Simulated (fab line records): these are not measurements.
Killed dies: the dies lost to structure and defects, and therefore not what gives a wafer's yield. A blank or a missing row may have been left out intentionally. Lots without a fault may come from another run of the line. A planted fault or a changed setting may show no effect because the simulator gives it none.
Split-lot study / flow rit_cmos / on a route of 202 steps: 5 lots, 23 wafers read

## SPLIT DETAILS
At RIT_GATE_OXIDATION_05 (target thk 3 nm, ox time 270 s), the setting ox_time_s was moved away from the recipe's 270 s on 15 of the 23 wafers read, by -14.6% to -6.2%. All remaining wafers had this setting at the recipe value.

The reading comes from the split's own step.

## THE READING
SiO2_of_GATE_OXIDATION_05.thk_nm (the simulator's own value, which no gauge read), in nm, at RIT_GATE_OXIDATION_05 (target thk 3 nm, ox time 270 s). No usual value for it is given in the file. The 8 wafers here that ran the recipe average 2.957 nm, standard deviation 0.062 nm.

wafer=L074.1; tool, chamber at the split=-, -; ox_time_s as run, s=230.7; against the recipe=-14.6%; SiO2_of_GATE_OXIDATION_05.thk_nm, nm=2.645; against lot-mates on the recipe=no lot-mate on the recipe
wafer=L074.2; tool, chamber at the split=-, -; ox_time_s as run, s=230.7; against the recipe=-14.6%; SiO2_of_GATE_OXIDATION_05.thk_nm, nm=2.679; against lot-mates on the recipe=no lot-mate on the recipe
wafer=L074.4; tool, chamber at the split=-, -; ox_time_s as run, s=230.7; against the recipe=-14.6%; SiO2_of_GATE_OXIDATION_05.thk_nm, nm=2.683; against lot-mates on the recipe=no lot-mate on the recipe
wafer=L074.5; tool, chamber at the split=-, -; ox_time_s as run, s=230.7; against the recipe=-14.6%; SiO2_of_GATE_OXIDATION_05.thk_nm, nm=2.687; against lot-mates on the recipe=no lot-mate on the recipe
wafer=L074.6; tool, chamber at the split=-, -; ox_time_s as run, s=230.7; against the recipe=-14.6%; SiO2_of_GATE_OXIDATION_05.thk_nm, nm=2.678; against lot-mates on the recipe=no lot-mate on the recipe
wafer=L076.1; tool, chamber at the split=-, -; ox_time_s as run, s=270; against the recipe=recipe; SiO2_of_GATE_OXIDATION_05.thk_nm, nm=2.913; against lot-mates on the recipe=-
wafer=L076.3; tool, chamber at the split=-, -; ox_time_s as run, s=270; against the recipe=recipe; SiO2_of_GATE_OXIDATION_05.thk_nm, nm=2.963; against lot-mates on the recipe=-
wafer=L076.4; tool, chamber at the split=-, -; ox_time_s as run, s=270; against the recipe=recipe; SiO2_of_GATE_OXIDATION_05.thk_nm, nm=2.857; against lot-mates on the recipe=-
wafer=L076.5; tool, chamber at the split=-, -; ox_time_s as run, s=270; against the recipe=recipe; SiO2_of_GATE_OXIDATION_05.thk_nm, nm=2.933; against lot-mates on the recipe=-
wafer=L076.6; tool, chamber at the split=-, -; ox_time_s as run, s=270; against the recipe=recipe; SiO2_of_GATE_OXIDATION_05.thk_nm, nm=2.916; against lot-mates on the recipe=-
wafer=L077.1; tool, chamber at the split=-, -; ox_time_s as run, s=249.2; against the recipe=-7.7%; SiO2_of_GATE_OXIDATION_05.thk_nm, nm=2.861; against lot-mates on the recipe=no lot-mate on the recipe
wafer=L077.2; tool, chamber at the split=-, -; ox_time_s as run, s=249.2; against the recipe=-7.7%; SiO2_of_GATE_OXIDATION_05.thk_nm, nm=2.885; against lot-mates on the recipe=no lot-mate on the recipe
wafer=L077.3; tool, chamber at the split=-, -; ox_time_s as run, s=249.2; against the recipe=-7.7%; SiO2_of_GATE_OXIDATION_05.thk_nm, nm=2.853; against lot-mates on the recipe=no lot-mate on the recipe
wafer=L077.5; tool, chamber at the split=-, -; ox_time_s as run, s=249.2; against the recipe=-7.7%; SiO2_of_GATE_OXIDATION_05.thk_nm, nm=2.837; against lot-mates on the recipe=no lot-mate on the recipe
wafer=L077.6; tool, chamber at the split=-, -; ox_time_s as run, s=249.2; against the recipe=-7.7%; SiO2_of_GATE_OXIDATION_05.thk_nm, nm=2.929; against lot-mates on the recipe=no lot-mate on the recipe
wafer=L079.1; tool, chamber at the split=furnace-01, 0; ox_time_s as run, s=270; against the recipe=recipe; SiO2_of_GATE_OXIDATION_05.thk_nm, nm=3.033; against lot-mates on the recipe=-
wafer=L079.2; tool, chamber at the split=furnace-01, 0; ox_time_s as run, s=270; against the recipe=recipe; SiO2_of_GATE_OXIDATION_05.thk_nm, nm=2.985; against lot-mates on the recipe=-
wafer=L079.4; tool, chamber at the split=furnace-01, 0; ox_time_s as run, s=270; against the recipe=recipe; SiO2_of_GATE_OXIDATION_05.thk_nm, nm=3.059; against lot-mates on the recipe=-
wafer=L084.1; tool, chamber at the split=-, -; ox_time_s as run, s=253.3; against the recipe=-6.2%; SiO2_of_GATE_OXIDATION_05.thk_nm, nm=2.854; against lot-mates on the recipe=no lot-mate on the recipe
wafer=L084.2; tool, chamber at the split=-, -; ox_time_s as run, s=253.3; against the recipe=-6.2%; SiO2_of_GATE_OXIDATION_05.thk_nm, nm=2.825; against lot-mates on the recipe=no lot-mate on the recipe
wafer=L084.3; tool, chamber at the split=-, -; ox_time_s as run, s=253.3; against the recipe=-6.2%; SiO2_of_GATE_OXIDATION_05.thk_nm, nm=2.853; against lot-mates on the recipe=no lot-mate on the recipe
wafer=L084.4; tool, chamber at the split=-, -; ox_time_s as run, s=253.3; against the recipe=-6.2%; SiO2_of_GATE_OXIDATION_05.thk_nm, nm=2.85; against lot-mates on the recipe=no lot-mate on the recipe
wafer=L084.5; tool, chamber at the split=-, -; ox_time_s as run, s=253.3; against the recipe=-6.2%; SiO2_of_GATE_OXIDATION_05.thk_nm, nm=2.813; against lot-mates on the recipe=no lot-mate on the recipe

THE FIT
A straight line over all 23 wafers: SiO2_of_GATE_OXIDATION_05.thk_nm changes by +0.0187 nm for each +1% of ox_time_s; r = +0.90; the points scatter about the line by 0.051 nm.
Too few moved wafers with a lot-mate on the recipe to fit a line net of each lot's own level.

## THE FILE'S OWN FIT
SiO2_of_GATE_OXIDATION_05.thk_nm changes by +0.0187 nm for each +1% of ox_time_s, r = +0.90.
